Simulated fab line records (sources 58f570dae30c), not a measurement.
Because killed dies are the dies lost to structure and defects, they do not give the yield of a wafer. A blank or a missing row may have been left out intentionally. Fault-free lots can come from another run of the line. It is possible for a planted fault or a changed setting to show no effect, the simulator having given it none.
Code-filled problem report in 8D (eight disciplines) form / flow berkeley_cmos170 / the parts of the form that need people (team, actions taken, sign-off) are left out

1. WHAT IS WRONG
Wafers without a fault read 11.999 mTorr, standard deviation 0.011; chamber_pressure_mTorr at UCB170_M2_METAL_ETCH_18 reads a mean of 6.006 mTorr on 6 wafers belonging to 2 lots. So: -99 or more standard deviations from the usual mean.
The step: etches Al in Cl2/BCl3, stops on SiO2, target depth 1170 nm, time 195 s.
The first sign was on wafer L511.1 at day 9 19:01, on rie_metal-04. The record holds 39 wafers of 13 lots with a number at this step. The rule behind "out" and "out of limits": a value lying over 4 standard deviations away from the usual mean. All remaining wafers that have a number are taken as sound.

2. WHAT IT IS; WHAT IT IS NOT
question=which readings at this step | is=chamber_pressure_mTorr | is not=bcl3_flow_sccm, drypump_motor_current_A, he_backside_leak_sccm, oes_product_au, throttle_valve_pct
question=which lots | is=L511, L520 | is not=L504, L505, L506, L507, L508, L509, L510, L521, L523, L524, L525
question=which wafers of those lots | is=all that have a number | is not=-
question=read on which tools | is=rie_metal-04 | is not=rie_metal-01, rie_metal-03
question=when | is=from day 9 19:01 | is not=up to then (21 sound wafers); but 12 sound wafers of L521, L523, L524, L525 came after

3. THE SUSPECTS, EACH WITH WHAT RULES IT OUT
Counting: a tool at a process step up to the reading stays a suspect if it ran every lot that is out and no sound lot after the first of them.
- rie_metal-04 at UCB170_M2_METAL_ETCH_18 (etches Al in Cl2/BCl3, stops on SiO2, target depth 1170 nm, time 195 s): kept. All lots that are out passed through it, beginning with L511 at day 9 19:01, and no sound lot followed; its final sound lot before that point was L510 at day 9 05:41. On those wafers its own readings are out: chamber_pressure_mTorr.
After counting, what remains is rie_metal-04 at UCB170_M2_METAL_ETCH_18.

4. THE CAUSE (what the simulator had put in)
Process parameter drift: rie_metal-04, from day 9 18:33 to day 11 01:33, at UCB170_M2_METAL_ETCH_18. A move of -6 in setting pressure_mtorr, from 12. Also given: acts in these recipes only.
This tool alone remained once counting was done.

5. SEQUENCE OF EFFECTS, ordered by route
One row per reading whose mean, taken over the struck wafers that have a number, lies over 3 standard deviations from the usual. Only readings whose record carries a usual standard deviation are examined. hours: median over the lots of the time between each lot's start at the first step of this table that gives one and its start at this step. sigmas: the change, counted in usual standard deviations.
hours=0; step=UCB170_M2_METAL_ETCH_18; reading=chamber_pressure_mTorr; usual=11.999 mTorr; on struck wafers=6.006; change=-5.993; sigmas=-99 or more
hours=0; step=UCB170_M2_STRIP_19; reading=oes_product_au; usual=0.548 a.u.; on struck wafers=0.604; change=+0.056; sigmas=+3.3
The process steps in it:
- UCB170_M2_METAL_ETCH_18: etches Al in Cl2/BCl3, stops on SiO2, target depth 1170 nm, time 195 s.
- UCB170_M2_STRIP_19: strips in O2.
Later measuring or inspecting steps at which every struck wafer that the step has a row for has a number for every such reading, and none has moved that far: UCB170_V2_OVL_MEAS_13.

6. WHAT WOULD HAVE CAUGHT IT SOONER
0 hours passed between the start of the fault at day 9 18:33 and the first reading out of limits in this record, taken at day 9 19:01.
